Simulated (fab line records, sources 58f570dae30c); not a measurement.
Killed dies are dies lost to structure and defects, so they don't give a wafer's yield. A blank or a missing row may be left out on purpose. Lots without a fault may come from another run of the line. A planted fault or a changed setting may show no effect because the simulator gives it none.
fab line records | flow berkeley_cmos170 | part 1 of 2: steps 1 to 28 of 40
record lots=5 wafers=15 last_day=12
route steps=331 shown ZERO@8 NWELL@14 PWELL@34
lots that met no fault: from a run of the same line without faults
start_h: hours from the record's first day to the start of the lot's first wafer shown | wait_h: hours since the lot's step before | " the same as in the row above | L1.1+2: a row that stands for several wafers | - no value, or no start given | * or withheld: withheld | < > ~ a bound
route shown NAME@n: a module of which the file shows steps, and the number in the route of the first | usual: mean/standard deviation of fault-free wafers | same: alike in all rows | chamber/n: place in a boat | sites: the reading at each site | _std_site: their standard deviation | _edge_site: outer sites' mean less inner sites' | radius_mm: how far each site lies from the wafer's centre | mask NAME#n: copy n | behind: the tool/chamber that last shaped the wafer | hold: why the lot was held/for how many hours/how that ended | device: the transistor (n, p or np) that didn't switch | end of line: the same wafers' tests at the end of the route | a step without rows: its recipe alone | killed: dies lost to structure and defects at the first sort, not the wafer's yield | map: a wafer's dies, x killed, . not, _ none there
set.NAME: the setting as run; set.NAME@STEP: as run at that earlier step | model.NAME: the simulator's own value behind a step, which no gauge read
lots at some steps of the route; a table a step, a row a wafer
services: from which hour (start_h, from the record's first day; less than 0 if before it) a tool's chamber was out of use, for how many hours, and why
## steps
# step UCB170_ZERO_SOFTBAKE_02
# recipe resist=KrF temp_c=130 time_s=60
# usual heater_power_total_W=56.81/0.046
# columns lot.wafer tool chamber start_h wait_h heater_power_total_W
L078.1 litho_track-02 0 37.19 0.1 56.82
L078.2 " 0 " " 56.86
L078.4 " 0 " " 56.76
L082.1 litho_track-02 0 58.47 0.1 56.75
L082.4 " 0 " " 56.72
L082.5 " 0 " " 56.79
L088.2 litho_track-04 0 86.40 0.1 56.84
L088.4 " 0 " " 56.82
L088.5 " 0 " " 56.76
L090.1 litho_track-02 0 95.75 0.1 56.76
L090.3 " 0 " " 56.80
L090.4 " 0 " " 56.75
L097.1 litho_track-03 0 133.44 0.1 56.85
L097.2 " 0 " " 56.88
L097.4 " 0 " " 56.76
# step UCB170_ZERO_EXPOSE_03
# recipe mask_id=PM_MARKS na=0.5 sigma_outer=0.6 source_shape=conventional target_cd_nm=4000 dose_mj=30
# columns lot.wafer tool chamber start_h wait_h mask
L078.1+2+4 krf_scanner-02 0 37.47 0.2 PM_MARKS#0
L082.1+4+5 krf_scanner-01 0 58.74 0.2 PM_MARKS#0
L088.2+4+5 krf_scanner-02 0 86.66 0.2 PM_MARKS#0
L090.1+3+4 krf_scanner-01 0 96.02 0.2 PM_MARKS#0
L097.1+2+4 krf_scanner-01 0 133.59 0.1 PM_MARKS#0
# step UCB170_ZERO_PEB_04
# recipe peb_temp_c=130 peb_time_s=withheld resist=KrF
# usual heater_power_total_W=56.80/0.046
# columns lot.wafer tool chamber start_h wait_h heater_power_total_W
L078.1 litho_track-03 0 38.08 0.6 56.78
L078.2 " 0 " " 56.78
L078.4 " 0 " " 56.78
L082.1 litho_track-02 0 59.34 0.6 56.83
L082.4 " 0 " " 56.80
L082.5 " 0 " " 56.77
L088.2 litho_track-04 0 86.83 0.1 56.87
L088.4 " 0 " " 56.79
L088.5 " 0 " " 56.81
L090.1 litho_track-04 0 96.33 0.3 56.80
L090.3 " 0 " " 56.88
L090.4 " 0 " " 56.79
L097.1 litho_track-02 0 133.71 0.1 56.78
L097.2 " 0 " " 56.85
L097.4 " 0 " " 56.77
# step UCB170_ZERO_DEVELOP_05
# recipe developer=TMAH develop_time_s=45 resist=KrF dev_temp_c=21
# columns lot.wafer tool chamber start_h wait_h
L078.1+2+4 litho_track-03 0 - -
L082.1+4+5 litho_track-02 0 - -
L088.2+4+5 litho_track-04 0 - -
L090.1+3+4 litho_track-04 0 - -
L097.1+2+4 litho_track-02 0 - -
# step UCB170_ZERO_ETCH_06
# recipe chemistry=CHF3/CF4/Ar target=SiO2 time_s=12 pressure_mtorr=100 rf_w=500 CHF3_flow_sccm=50 cf4_flow_sccm=10 Ar_flow_sccm=120 over_etch_frac=1.58
# usual drypump_motor_current_A=5.6/0.4 mfc_ar_sccm=120.0/0.37 oes_product_au=0.619/0.01 throttle_valve_pct=9.29/0.15
# columns lot.wafer tool chamber start_h wait_h drypump_motor_current_A mfc_ar_sccm oes_product_au rf_hours_counter_h throttle_valve_pct
L078.1 rie_diel-03 2 38.35 - 5.6 120.1 0.621 165 9.48
L078.2 " 0 " " 5.6 119.9 0.613 69 9.40
L078.4 " 1 " " 5.4 120.5 0.629 4 9.03
L082.1 rie_diel-03 0 59.62 - 5.6 120.4 0.603 70 9.39
L082.4 " 3 " " 5.0 119.6 0.625 135 9.36
L082.5 " 3 " " 5.1 119.6 0.613 - 9.35
L088.2 rie_diel-03 3 87.10 - 5.1 119.5 0.621 137 9.34
L088.4 " 0 " " 5.6 120.1 0.612 - 9.40
L088.5 " 1 " " 5.4 119.4 0.632 - 9.02
L090.1 rie_diel-04 3 96.60 - 5.5 119.7 0.612 10 8.97
L090.3 " 1 " " 4.9 120.1 0.633 145 9.25
L090.4 " 2 " " 5.9 120.5 0.621 41 9.30
L097.1 rie_diel-04 0 133.98 - 6.1 119.9 0.603 16 9.25
L097.2 " 3 " " 5.5 120.6 0.606 12 8.99
L097.4 " 1 " " 4.9 120.9 0.631 147 9.24
# step UCB170_ZERO_STRIP_07
# recipe chemistry=O2 power_w=400 pressure_mtorr=3500 platen_temp_c=withheld o2_flow_sccm=400 overash_fraction=0.5
# usual drypump_motor_current_A=5.52/0.29 oes_product_au=0.727/0.004 strip_time_to_endpoint_s=21.46/0.061
# columns lot.wafer tool chamber start_h wait_h drypump_motor_current_A oes_product_au rf_hours_counter_h strip_time_to_endpoint_s
L078.1 plasma_asher-03 0 38.38 0.0 5.62 0.731 32 21.49
L078.2 " 1 " " 5.90 0.720 32 21.54
L078.4 " 0 " " 5.64 0.723 - 21.48
L082.1 plasma_asher-02 0 59.64 0.0 5.64 0.726 34 21.40
L082.4 " 0 " " 5.63 0.723 - 21.40
L082.5 " 1 " " 5.72 0.727 - 21.46
L088.2 plasma_asher-04 0 87.12 0.0 5.18 0.723 39 21.40
L088.4 " 0 " " 5.18 0.728 - 21.33
L088.5 " 0 " " 5.18 0.729 - 21.36
L090.1 plasma_asher-02 1 96.63 0.0 5.69 0.729 38 21.56
L090.3 " 0 " " 5.61 0.722 - 21.58
L090.4 " 1 " " 5.67 0.724 - 21.52
L097.1 plasma_asher-02 0 134.00 0.0 5.62 0.727 42 21.46
L097.2 " 1 " " 5.70 0.723 42 21.45
L097.4 " 1 " " 5.72 0.729 - 21.41
# step UCB170_NWELL_WET_ETCH_00
# recipe chemistry=dHF dilution=25:1 target=SiO2 temp_c=25 time_s=200
# columns lot.wafer tool chamber start_h wait_h
L078.1+2+4 wet_bench-01 2 38.48 0.1
L082.1+4+5 wet_bench-01 1 60.23 0.6
L088.2+4+5 wet_bench-01 1 87.27 0.1
L090.1+3+4 wet_bench-04 2 96.73 0.1
L097.1+2+4 wet_bench-01 2 134.10 0.1
# step UCB170_NWELL_OXIDATION_01
# recipe temp_c=1000 ambient=O2 target_thk_a=264 ox_time_s=1260
# usual spike_tc_load_C=1025.7/2.6
# columns lot.wafer tool chamber start_h wait_h spike_tc_load_C
L078.1 furnace-02 0 41.37 2.8 1027.7
L078.2 " 0 " " 1029.1
L078.4 " 0 " " 1029.4
L082.1 furnace-04 0 60.79 0.5 1024.1
L082.4 " 0 " " 1025.7
L082.5 " 0 " " 1024.0
L088.2 furnace-02 0 89.94 2.6 1028.0
L088.4 " 0 " " 1026.8
L088.5 " 0 " " 1029.3
L090.1 furnace-02 0 98.04 1.2 1028.5
L090.3 " 0 " " 1027.7
L090.4 " 0 " " 1029.6
L097.1 furnace-02 0 137.54 3.4 1028.4
L097.2 " 0 " " 1029.6
L097.4 " 0 " " 1029.3
# step UCB170_NWELL_THK_MEAS_02
# recipe reads=SiO2_of_NWELL_OXIDATION_01
# usual NWELL_OXIDE_THK=26.2/0.43
# columns lot.wafer tool chamber start_h wait_h NWELL_OXIDE_THK[nm]
L078.1 film_metro-03 - 42.72 0.0 25.6
L078.2 " - " " 26.2
L078.4 " - " " 26.1
L082.1 film_metro-02 - 62.14 0.0 26.4
L082.4 " - " " 26.4
L082.5 " - " " 26.5
L088.2 film_metro-03 - 91.30 0.0 26.7
L088.4 " - " " 26.6
L088.5 " - " " 26.4
L090.1 film_metro-03 - 99.39 0.0 26.1
L090.3 " - " " 26.3
L090.4 " - " " 26.4
L097.1 film_metro-01 - 138.89 0.0 26.9
L097.2 " - " " 26.7
L097.4 " - " " 26.8
# step UCB170_NWELL_ANNEAL_03
# recipe temp_c=1000 time_s=900 ambient=N2
# usual spike_tc_load_C=1026.4/2.4
# columns lot.wafer tool chamber start_h wait_h spike_tc_load_C
L078.1 furnace-04 0 46.26 3.5 1025.1
L078.2 " 0 " " 1024.8
L078.4 " 0 " " 1022.6
L082.1 furnace-02 0 65.69 3.5 1027.9
L082.4 " 0 " " 1029.0
L082.5 " 0 " " 1026.9
L088.2 furnace-02 0 92.54 1.2 1028.3
L088.4 " 0 " " 1029.1
L088.5 " 0 " " 1028.6
L090.1 furnace-04 0 101.58 2.2 1022.8
L090.3 " 0 " " 1023.6
L090.4 " 0 " " 1025.7
L097.1 furnace-02 0 141.81 2.9 1029.0
L097.2 " 0 " " 1030.2
L097.4 " 0 " " 1028.4
# step UCB170_NWELL_CVD_04
# recipe material=Si3N4 target_thk_nm=224 temp_c=800 precursor=SiH2Cl2/NH3 time_s=3238 pressure_mtorr=200 sih2cl2_flow_sccm=25 nh3_flow_sccm=75
# usual spike_tc_load_C=823.3/2.3 susceptor_temp_C=800.0/0.33
# columns lot.wafer tool chamber start_h wait_h spike_tc_load_C susceptor_temp_C
L078.1 lpcvd-01 1 47.72 0.2 821.8 799.9
L078.2 " 1 " " 822.5 799.9
L078.4 " 1 " " 821.2 800.0
L082.1 lpcvd-02 1 66.94 0.0 821.5 799.8
L082.4 " 1 " " 820.5 800.0
L082.5 " 1 " " 821.4 799.9
L088.2 lpcvd-01 0 95.15 1.4 826.2 799.5
L088.4 " 0 " " 823.0 799.9
L088.5 " 0 " " 826.9 799.7
L090.1 lpcvd-01 1 104.00 1.2 823.0 800.2
L090.3 " 1 " " 821.7 800.0
L090.4 " 1 " " 822.7 800.0
L097.1 lpcvd-02 1 143.06 0.0 821.7 800.4
L097.2 " 1 " " 821.4 800.4
L097.4 " 1 " " 821.3 800.8
# step UCB170_NWELL_THK_MEAS_05
# recipe reads=Si3N4_of_NWELL_CVD_04
# usual NWELL_NITRIDE_THK=216.1/2.1
# columns lot.wafer tool chamber start_h wait_h NWELL_NITRIDE_THK[nm]
L078.1 film_metro-01 - 49.66 0.0 215.7
L078.2 " - " " 213.6
L078.4 " - " " 214.2
L082.1 film_metro-03 - 69.84 0.0 217.6
L082.4 " - " " 216.5
L082.5 " - " " 215.3
L088.2 film_metro-01 - 97.10 0.0 216.3
L088.4 " - " " 216.4
L088.5 " - " " 215.2
L090.1 film_metro-02 - 105.94 0.0 218.5
L090.3 " - " " 218.3
L090.4 " - " " 218.3
L097.1 film_metro-01 - 144.99 0.0 214.3
L097.2 " - " " 212.6
L097.4 " - " " 213.0
# step UCB170_NWELL_HMDS_06
# recipe prime_time_s=60 prime_temp_c=100
# columns lot.wafer tool chamber start_h wait_h
L078.1+2+4 litho_track-04 0 49.98 0.3
L082.1+4+5 litho_track-01 0 69.90 0.1
L088.2+4+5 litho_track-04 0 97.63 0.5
L090.1+3+4 litho_track-01 0 106.00 0.1
L097.1+2+4 litho_track-02 0 145.41 0.4
# step UCB170_NWELL_COAT_07
# recipe resist=KrF spin_rpm=1500 resist_thk_nm=900
# columns lot.wafer tool chamber start_h wait_h
L078.1+2+4 litho_track-04 0 50.13 0.1
L082.1+4+5 litho_track-01 0 70.05 0.1
L088.2+4+5 litho_track-04 0 97.78 0.1
L090.1+3+4 litho_track-01 0 106.15 0.1
L097.1+2+4 litho_track-02 0 145.56 0.1
# step UCB170_NWELL_SOFTBAKE_08
# recipe resist=KrF temp_c=130 time_s=60
# usual heater_power_total_W=56.80/0.05
# columns lot.wafer tool chamber start_h wait_h heater_power_total_W
L078.1 litho_track-04 0 50.28 0.1 56.81
L078.2 " 0 " " 56.83
L078.4 " 0 " " 56.82
L082.1 litho_track-01 0 70.20 0.1 56.82
L082.4 " 0 " " 56.80
L082.5 " 0 " " 56.75
L088.2 litho_track-04 0 97.93 0.1 56.77
L088.4 " 0 " " 56.82
L088.5 " 0 " " 56.76
L090.1 litho_track-01 0 106.30 0.1 56.73
L090.3 " 0 " " 56.70
L090.4 " 0 " " 56.81
L097.1 litho_track-02 0 145.71 0.1 56.84
L097.2 " 0 " " 56.82
L097.4 " 0 " " 56.77
# step UCB170_NWELL_EXPOSE_09
# recipe mask_id=NWELL target_cd_nm=3000 na=0.5 sigma_outer=0.6 source_shape=conventional dose_mj=25
# columns lot.wafer tool chamber start_h wait_h mask
L078.1+2+4 krf_scanner-02 0 50.43 0.1 NWELL#0
L082.1+4+5 krf_scanner-01 0 70.47 0.2 NWELL#0
L088.2+4+5 krf_scanner-01 0 98.07 0.1 NWELL#0
L090.1+3+4 krf_scanner-02 0 106.78 0.5 NWELL#0
L097.1+2+4 krf_scanner-01 0 145.98 0.2 NWELL#0
# step UCB170_NWELL_PEB_10
# recipe peb_temp_c=130 peb_time_s=withheld resist=KrF
# usual heater_power_total_W=56.80/0.042
# columns lot.wafer tool chamber start_h wait_h heater_power_total_W
L078.1 litho_track-04 0 50.55 0.1 56.79
L078.2 " 0 " " 56.82
L078.4 " 0 " " 56.84
L082.1 litho_track-01 0 70.80 0.3 56.87
L082.4 " 0 " " 56.79
L082.5 " 0 " " 56.83
L088.2 litho_track-02 0 98.55 0.5 56.80
L088.4 " 0 " " 56.73
L088.5 " 0 " " 56.78
L090.1 litho_track-01 0 107.07 0.3 56.87
L090.3 " 0 " " 56.77
L090.4 " 0 " " 56.82
L097.1 litho_track-02 0 146.41 0.4 56.80
L097.2 " 0 " " 56.85
L097.4 " 0 " " 56.77
# step UCB170_NWELL_DEVELOP_11
# recipe developer=TMAH develop_time_s=45 resist=KrF dev_temp_c=21
# columns lot.wafer tool chamber start_h wait_h
L078.1+2+4 litho_track-04 0 - -
L082.1+4+5 litho_track-01 0 - -
L088.2+4+5 litho_track-02 0 - -
L090.1+3+4 litho_track-01 0 - -
L097.1+2+4 litho_track-02 0 - -
# step UCB170_NWELL_OVL_MEAS_12
# usual NWELL_OVL=-1/5.7
# columns lot.wafer tool chamber start_h wait_h NWELL_OVL[nm]
L078.1 overlay-02 - 50.83 - -6
L078.2 " - " " -4
L078.4 " - " " -1
L082.1 overlay-02 - 71.07 - 2
L082.4 " - " " -4
L082.5 " - " " -1
L088.2 overlay-01 - 98.80 - -17
L088.4 " - " " -22
L088.5 " - " " -7
L090.1 overlay-02 - 107.35 - 2
L090.3 " - " " 10
L090.4 " - " " 5
L097.1 overlay-02 - 146.68 - 0
L097.2 " - " " 1
L097.4 " - " " 3
# step UCB170_NWELL_ETCH_13
# recipe chemistry=CH3F/Ar/O2 target=Si3N4 stop_on=SiO2 CH3F_flow_sccm=20 Ar_flow_sccm=50 O2_flow_sccm=7 pressure_mtorr=50 rf_w=450 target_depth_a=2464 over_etch_frac=0.1 time_s=154
# usual drypump_motor_current_A=5.7/0.39 mfc_ar_sccm=49.99/0.14 oes_product_au=0.920/0.016 throttle_valve_pct=8.08/0.13
# columns lot.wafer tool chamber start_h wait_h drypump_motor_current_A mfc_ar_sccm oes_product_au rf_hours_counter_h throttle_valve_pct
L078.1 rie_diel-04 2 50.86 0.0 5.8 50.11 0.924 38 8.10
L078.2 " 1 " " 4.9 50.07 0.929 143 8.04
L078.4 " 0 " " 6.1 50.01 0.907 13 8.02
L082.1 rie_diel-04 3 71.11 0.0 5.5 49.78 0.917 8 7.82
L082.4 " 2 " " 5.8 49.93 0.923 40 8.09
L082.5 " 0 " " 6.1 49.80 0.905 - 7.99
L088.2 rie_diel-02 2 98.83 0.0 6.1 49.77 0.939 144 7.97
L088.4 " 0 " " 5.2 49.74 0.898 74 8.10
L088.5 " 2 " " 6.2 49.77 0.931 - 7.97
L090.1 rie_diel-02 2 107.38 0.0 6.1 49.84 0.944 145 7.97
L090.3 " 3 " " 5.8 50.07 0.949 83 8.04
L090.4 " 1 " " 5.4 50.12 0.900 101 8.05
L097.1 rie_diel-01 3 146.72 0.0 6.4 50.07 0.936 53 8.19
L097.2 " 1 " " 5.7 50.08 0.929 23 8.33
L097.4 " 2 " " 5.9 50.00 0.909 69 8.07
# step UCB170_NWELL_IMPLANT_14
# recipe species=P dose_cm2=1e+13 energy_kev=150 tilt_deg=7
# usual beam_energy_keV=149.99/0.046
# columns lot.wafer tool chamber start_h wait_h beam_energy_keV
L078.1 implanter-02 0 50.96 0.1 149.98
L078.2 " 0 " " 150.02
L078.4 " 0 " " 150.00
L082.1 implanter-01 0 71.28 0.1 150.03
L082.4 " 0 " " 150.06
L082.5 " 0 " " 149.99
L088.2 implanter-01 0 98.96 0.1 149.96
L088.4 " 0 " " 149.92
L088.5 " 0 " " 149.93
L090.1 implanter-01 0 107.48 0.1 149.99
L090.3 " 0 " " 149.98
L090.4 " 0 " " 149.99
L097.1 implanter-02 0 146.82 0.1 150.04
L097.2 " 0 " " 150.00
L097.4 " 0 " " 150.00
# step UCB170_NWELL_STRIP_15
# recipe chemistry=O2 power_w=400 pressure_mtorr=3500 platen_temp_c=withheld o2_flow_sccm=400 overash_fraction=0.5
# usual drypump_motor_current_A=5.7/0.53 oes_product_au=0.720/0.0046 strip_time_to_endpoint_s=17.97/0.12
# columns lot.wafer tool chamber start_h wait_h drypump_motor_current_A oes_product_au rf_hours_counter_h strip_time_to_endpoint_s
L078.1 plasma_asher-04 0 51.11 0.1 5.2 0.710 35 17.95
L078.2 " 1 " " 5.1 0.720 35 17.84
L078.4 " 0 " " 5.2 0.721 - 18.08
L082.1 plasma_asher-04 0 71.43 0.1 5.2 0.723 38 18.13
L082.4 " 0 " " 5.2 0.726 - 18.01
L082.5 " 1 " " 5.1 0.718 - 18.24
L088.2 plasma_asher-01 1 99.09 0.1 5.9 0.720 30 17.97
L088.4 " 1 " " 5.9 0.728 - 18.12
L088.5 " 1 " " 5.9 0.721 - 18.07
L090.1 plasma_asher-01 0 107.63 0.1 6.6 0.718 31 18.03
L090.3 " 0 " " 6.6 0.725 - 18.03
L090.4 " 1 " " 5.9 0.730 - 18.10
L097.1 plasma_asher-01 1 146.97 0.1 5.9 0.724 35 17.95
L097.2 " 0 " " 6.6 0.722 35 17.81
L097.4 " 0 " " 6.6 0.718 - 18.02
# step UCB170_NWELL_TW_MEAS_16
# usual NWELL_TW=1248/8
# columns lot.wafer tool chamber start_h wait_h NWELL_TW
L078.1 film_metro-01 - 51.21 0.1 1241
L078.2 " - " " 1238
L078.4 " - " " 1241
L082.1 film_metro-01 - 71.53 0.1 1239
L082.4 " - " " 1235
L082.5 " - " " 1244
L088.2 film_metro-01 - 99.20 0.1 1242
L088.4 " - " " 1241
L088.5 " - " " 1245
L090.1 film_metro-02 - 107.73 0.1 1252
L090.3 " - " " 1252
L090.4 " - " " 1257
L097.1 film_metro-02 - 147.07 0.1 1256
L097.2 " - " " 1263
L097.4 " - " " 1262
# step UCB170_NWELL_CLEAN_17
# recipe chemistry=SPM temp_c=120 time_s=600
# columns lot.wafer tool chamber start_h wait_h
L078.1+2+4 wet_bench-03 3 51.27 0.1
L082.1+4+5 wet_bench-01 3 71.68 0.1
L088.2+4+5 wet_bench-01 0 99.25 0.0
L090.1+3+4 wet_bench-03 0 107.79 0.1
L097.1+2+4 wet_bench-04 3 147.13 0.1
# step UCB170_NWELL_WET_ETCH_18
# recipe chemistry=H3PO4 target=Si3N4 temp_c=160 time_s=14400
# columns lot.wafer tool chamber start_h wait_h
L078.1+2+4 wet_bench-03 1 51.45 0.0
L082.1+4+5 wet_bench-04 1 71.87 0.0
L088.2+4+5 wet_bench-01 1 99.42 0.0
L090.1+3+4 wet_bench-04 3 107.99 0.0
L097.1+2+4 wet_bench-04 2 147.32 0.0
# step UCB170_NWELL_WET_ETCH_19
# recipe chemistry=BOE dilution=5:1 target=SiO2 temp_c=25 time_s=22
# columns lot.wafer tool chamber start_h wait_h
L078.1+2+4 wet_bench-04 0 55.46 0.0
L082.1+4+5 wet_bench-03 2 75.88 0.0
L088.2+4+5 wet_bench-01 3 103.82 0.4
L090.1+3+4 wet_bench-01 1 112.36 0.0
L097.1+2+4 wet_bench-04 3 151.72 0.0
# step UCB170_PWELL_CLEAN_00
# recipe chemistry=SPM temp_c=120 time_s=600
# columns lot.wafer tool chamber start_h wait_h
L078.1+2+4 wet_bench-01 0 55.47 0.0
L082.1+4+5 wet_bench-04 2 75.90 0.0
L088.2+4+5 wet_bench-01 3 103.84 0.0
L090.1+3+4 wet_bench-04 2 112.37 0.0
L097.1+2+4 wet_bench-04 2 152.12 0.4
# step UCB170_PWELL_CLEAN_01
# recipe chemistry=dHF dilution=25:1 time_s=60
# columns lot.wafer tool chamber start_h wait_h
L078.1+2+4 wet_bench-03 0 55.65 0.0
L082.1+4+5 wet_bench-03 0 76.07 0.0
L088.2+4+5 wet_bench-01 0 104.03 0.0
L090.1+3+4 wet_bench-03 0 112.58 0.0
L097.1+2+4 wet_bench-04 1 152.50 0.2
